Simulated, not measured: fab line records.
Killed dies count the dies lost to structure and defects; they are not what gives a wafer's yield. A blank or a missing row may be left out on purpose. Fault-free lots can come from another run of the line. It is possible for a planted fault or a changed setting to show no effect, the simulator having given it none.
Split-lot experiment ; flow berkeleyCmos170 ; 23 wafers read from 5 lots, route of 331 steps

ABOUT THE SPLIT
At UCB170_START_OXIDATION_02 (target thk 20 nm, ox time 1800 s), the setting tempC was moved away from the recipe's 950 C on 20 of the 23 wafers read, by -2.7% to +2.3%. This setting was run at the recipe's value on the other wafers.

No step appears in the file between the split and the reading.

THE READING
START_OXIDE_THK at UCB170_START_THK_MEAS_03, in nm. Typical for fault-free wafers on this fab line: 19.9 nm, with standard deviation 0.49 nm.

wafer;tool, chamber at the split;tempC as run, C;against the recipe;START_OXIDE_THK, nm;against lot-mates on the recipe
L074.2;-, -;937.6;-1.3%;17.5;no lot-mate on the recipe
L074.3;-, -;937.6;-1.3%;17.3;no lot-mate on the recipe
L074.4;-, -;937.6;-1.3%;17.2;no lot-mate on the recipe
L074.5;-, -;937.6;-1.3%;17.6;no lot-mate on the recipe
L074.6;-, -;937.6;-1.3%;17.5;no lot-mate on the recipe
L075.1;furnace-01, 0;950;recipe;19.4;-
L075.2;furnace-01, 0;950;recipe;19.7;-
L075.4;furnace-01, 0;950;recipe;19.4;-
L080.1;-, -;972.3;+2.3%;24.6;no lot-mate on the recipe
L080.2;-, -;972.3;+2.3%;24.7;no lot-mate on the recipe
L080.4;-, -;972.3;+2.3%;24.7;no lot-mate on the recipe
L080.5;-, -;972.3;+2.3%;24.5;no lot-mate on the recipe
L080.6;-, -;972.3;+2.3%;24.6;no lot-mate on the recipe
L083.1;-, -;923.9;-2.7%;15.0;no lot-mate on the recipe
L083.3;-, -;923.9;-2.7%;14.7;no lot-mate on the recipe
L083.4;-, -;923.9;-2.7%;15.0;no lot-mate on the recipe
L083.5;-, -;923.9;-2.7%;15.0;no lot-mate on the recipe
L083.6;-, -;923.9;-2.7%;14.7;no lot-mate on the recipe
L084.1;-, -;971.2;+2.2%;25.2;no lot-mate on the recipe
L084.2;-, -;971.2;+2.2%;25.4;no lot-mate on the recipe
L084.3;-, -;971.2;+2.2%;25.5;no lot-mate on the recipe
L084.4;-, -;971.2;+2.2%;25.2;no lot-mate on the recipe
L084.6;-, -;971.2;+2.2%;25.3;no lot-mate on the recipe

THE FIT
A straight line over all 23 wafers: START_OXIDE_THK changes by +2.03 nm for each +1% of tempC; r = +0.99; the points scatter about the line by 0.47 nm.
Too few moved wafers have a lot-mate on the recipe to fit a line with each lot's own level taken away.

THE WHOLE CHAIN: every reading that the file lists as answering this split, in the file's order
step;what it does;reading;change (the file's fit);r (the file's)
UCB170_START_OXIDATION_02;target thk 20 nm, ox time 1800 s;SiO2_of_START_OXIDATION_02.thkNm (the simulator's own value, which no gauge read);+2.03 nm for each +1% of the setting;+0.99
UCB170_START_THK_MEAS_03;;START_OXIDE_THK;+2.03 for each +1% of the setting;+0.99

FILE'S OWN FIT
START_OXIDE_THK changes by +2.03 nm for each +1% of tempC, r = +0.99.
